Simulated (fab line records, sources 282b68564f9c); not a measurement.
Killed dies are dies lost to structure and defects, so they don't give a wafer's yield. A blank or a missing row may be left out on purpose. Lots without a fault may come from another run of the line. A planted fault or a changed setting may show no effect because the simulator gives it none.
Which tool did it? | flow rit_cmos | 7 lots, 21 wafers sampled, at 2 steps of a route of 202

WHAT THE GAUGES READ, wafer by wafer
RIT_NWELL_TW_MEAS_10.
lot  | measured    | on            | NWELL_TW
L373 | day 2 07:06 | film_metro-03 | 2155 2161 2154
L375 | day 2 12:34 | film_metro-04 | 2184 2190 2172
L379 | day 3 14:29 | film_metro-01 | 2142 2133 2145
L382 | day 4 03:49 | film_metro-04 | 2184 2188 2178
L388 | day 5 06:23 | film_metro-04 | 2179 2162 2168
L391 | day 5 23:25 | film_metro-03 | 2169 2170 2173
L395 | day 6 16:44 | film_metro-03 | 2170 2179 2178

WHICH TOOL RAN EACH LOT (tool, then ch and the chambers of the sampled wafers, then the start)
lot  | RIT_ACTIVE_COAT_06
L373 | litho_track-02 ch 0, day 1 20:41
L375 | litho_track-04 ch 0, day 2 05:24
L379 | litho_track-02 ch 0, day 3 02:38
L382 | litho_track-02 ch 0, day 3 17:49
L388 | litho_track-04 ch 0, day 4 22:24
L391 | litho_track-04 ch 0, day 5 15:06
L395 | litho_track-03 ch 0, day 6 08:44
- RIT_ACTIVE_COAT_06: resist thk 1000 nm.

THE ANSWER, worked out from the rows above alone
Rule: what is usual is taken from the lots themselves. Put in order of their means at a reading, lots are off if they are a third of the lots or fewer, leave a main group of 4 or more, and stand apart from it by a gap of 3 or more times the standard deviation of the main group's means; of several such gaps the widest counts. A main group whose means are all the same, to the digits that the tables above print for the reading, isn't used. A lot without any number at a reading at which 4 lots or more have one is off too. The other lots that the step has rows for count as sound.
No lot is off at any reading shown: from this, nothing can be told.

WHAT THE SIMULATOR HAD PUT IN
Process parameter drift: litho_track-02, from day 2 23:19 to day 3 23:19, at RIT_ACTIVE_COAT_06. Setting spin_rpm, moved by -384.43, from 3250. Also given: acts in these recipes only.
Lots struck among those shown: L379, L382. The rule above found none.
